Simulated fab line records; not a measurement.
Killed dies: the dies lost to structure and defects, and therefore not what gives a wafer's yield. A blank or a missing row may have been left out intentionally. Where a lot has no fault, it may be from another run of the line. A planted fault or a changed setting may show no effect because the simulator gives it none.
Comparing a struck lot with a sound one + flow rit cmos + 14 steps out of a route of 202
Sound: the wafers L600.1, L600.2, L600.4. The struck wafers were L610.3, L610.4, L610.5. The cause is named last.
Each step with rows lists, per side, the tool, then ch with its chambers, then its first start. Under that, the readings that differ: sound wafers + struck wafers + difference of the means + sigmas: that difference in standard deviations of wafers without a fault.
alike: words and numbers the same on both sides, and readings whose means are apart by under 2 such deviations; not compared: readings that were withheld, readings missing a value for some wafer, numbers with overlapping values and no deviation given by the record, and bounds like >300 which may hide the same value.
The two part at a step that has a row with sigmas, a row that says differs or no value, or rows on one side only. When numbers do not overlap yet have no deviation, they are printed without sigmas and do not part them. Lack of a reading on every wafer of one side parts them only where that side has two or more wafers.

first, 2 steps without rows for these wafers: RIT_NWELL_PEB_04; RIT_NWELL_DEVELOP_05 (develop time 68 s).
RIT_NWELL_OVL_MEAS_06:
  struck on overlay-01, day 4 16:04; sound on overlay-01, day 2 07:48
  alike: NWELL_OVL
then, 2 steps without rows for these wafers: RIT_NWELL_HARDBAKE_07 (time 120 s); RIT_NWELL_IMPLANT_08.
RIT_NWELL_STRIP_09: strips in O2, time 180 s.
  sound on plasma asher-03 ch 0,1, day 2 08:14; struck on plasma asher-03 ch 0,1, day 4 16:42
  alike: drypump motor current A
  not compared: rf hours counter h
RIT_NWELL_TW_MEAS_10:
  struck on film metro-03, day 4 16:50; sound on film metro-01, day 2 08:25
  alike: NWELL_TW
then, 5 steps without rows for these wafers: RIT_PWELL_HMDS_00 (prime time 60 s); RIT_PWELL_COAT_01 (resist thk 1300 nm); RIT_PWELL_SOFTBAKE_02 (time 60 s); RIT_PWELL_EXPOSE_03 (exposes mask M3, target cd 43700 nm); RIT_PWELL_PEB_04.
RIT_PWELL_DEVELOP_05: develop time 68 s.
  sound on litho track-01 ch 0, day 2 09:00; struck on litho track-01, day 4 17:00
  no value came back on the struck wafers for chill plate temp C (C), develop time s (s), exhaust pa (Pa); on the sound wafers chill plate temp C (C) reads 22.96 23.11 23.02
RIT_PWELL_OVL_MEAS_06:
  struck on overlay-01, day 4 17:54; sound on overlay-02, day 2 09:29
| reading        | sound         | struck | difference                    | sigmas |
|----------------|---------------|--------|-------------------------------|--------|
| PWELL_OVL (nm) | -2.4 -0.6 0.2 | - - -  | no value on the struck wafers |        |

## WHERE THEY PART
Earliest at RIT_PWELL_DEVELOP_05; latest, in this record, at RIT_PWELL_OVL_MEAS_06.

WHY: whatever the simulator had introduced
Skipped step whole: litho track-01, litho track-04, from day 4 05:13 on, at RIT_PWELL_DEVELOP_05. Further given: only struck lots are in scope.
